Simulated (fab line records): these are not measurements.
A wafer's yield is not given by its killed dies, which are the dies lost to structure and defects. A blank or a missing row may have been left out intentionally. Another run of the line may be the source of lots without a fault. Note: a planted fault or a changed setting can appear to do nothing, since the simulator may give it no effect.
Which of the tools did it?	flow berkeley_cmos170	7 lots, 21 wafers sampled, at 2 steps of a route of 331

WHAT EACH GAUGE READ, for each wafer
UCB170_PWELL_TW_MEAS_17.
lot	measured	on	PWELL_TW
L680	day 3 09:51	film_metro-02	379.4 379.8 381.5
L685	day 4 14:20	film_metro-04	382.2 382.2 381.7
L686	day 4 14:29	film_metro-02	379.8 383.6 380.0
L688	day 5 21:55	film_metro-04	381.5 380.9 380.2
L696	day 6 21:07	film_metro-03	354.1 353.6 353.0
L699	day 7 08:38	film_metro-02	382.0 379.6 380.1
L701	day 7 22:53	film_metro-04	379.4 378.2 377.5

WHAT TOOL EACH LOT RAN ON (gives the tool, then ch and the chambers of the sampled wafers, and finally the start)
lot	UCB170_PWELL_IMPLANT_15
L680	implanter-03 ch 0, day 3 09:37
L685	implanter-02 ch 0, day 4 14:05
L686	implanter-02 ch 0, day 4 14:15
L688	implanter-03 ch 0, day 5 21:40
L696	implanter-02 ch 0, day 6 20:53
L699	implanter-04 ch 0, day 7 08:23
L701	implanter-04 ch 0, day 7 22:38
- UCB170_PWELL_IMPLANT_15

THE ANSWER, worked out from the rows above alone
Rule: the lots themselves supply what counts as usual. The widest of any qualifying gaps counts: lots, ordered by their means at a reading, are off when they make up no more than a third of the lots, leave a main group of 4 or more, and stand apart from it by 3 or more times the standard deviation of that group's means. A main group is skipped when, at the precision printed for the reading in the tables above, its means are all equal. A lot without any number at a reading at which 4 lots or more have one is off too. Any other lot the step has rows for is counted as sound.
Off: at UCB170_PWELL_TW_MEAS_17 (PWELL_TW), L696. The main group has a mean of 380.5 with a standard deviation of 1.1.
A tool fits if, at a process step before that reading, it ran every lot that is off, and no sound lot after the first of them. The gauges at UCB170_PWELL_TW_MEAS_17 are tried like those tools. Undecided on this evidence; 2 tools fit (implanter-02 at UCB170_PWELL_IMPLANT_15, film_metro-03 at UCB170_PWELL_TW_MEAS_17).

WHAT HAD BEEN PUT IN BY THE SIMULATOR
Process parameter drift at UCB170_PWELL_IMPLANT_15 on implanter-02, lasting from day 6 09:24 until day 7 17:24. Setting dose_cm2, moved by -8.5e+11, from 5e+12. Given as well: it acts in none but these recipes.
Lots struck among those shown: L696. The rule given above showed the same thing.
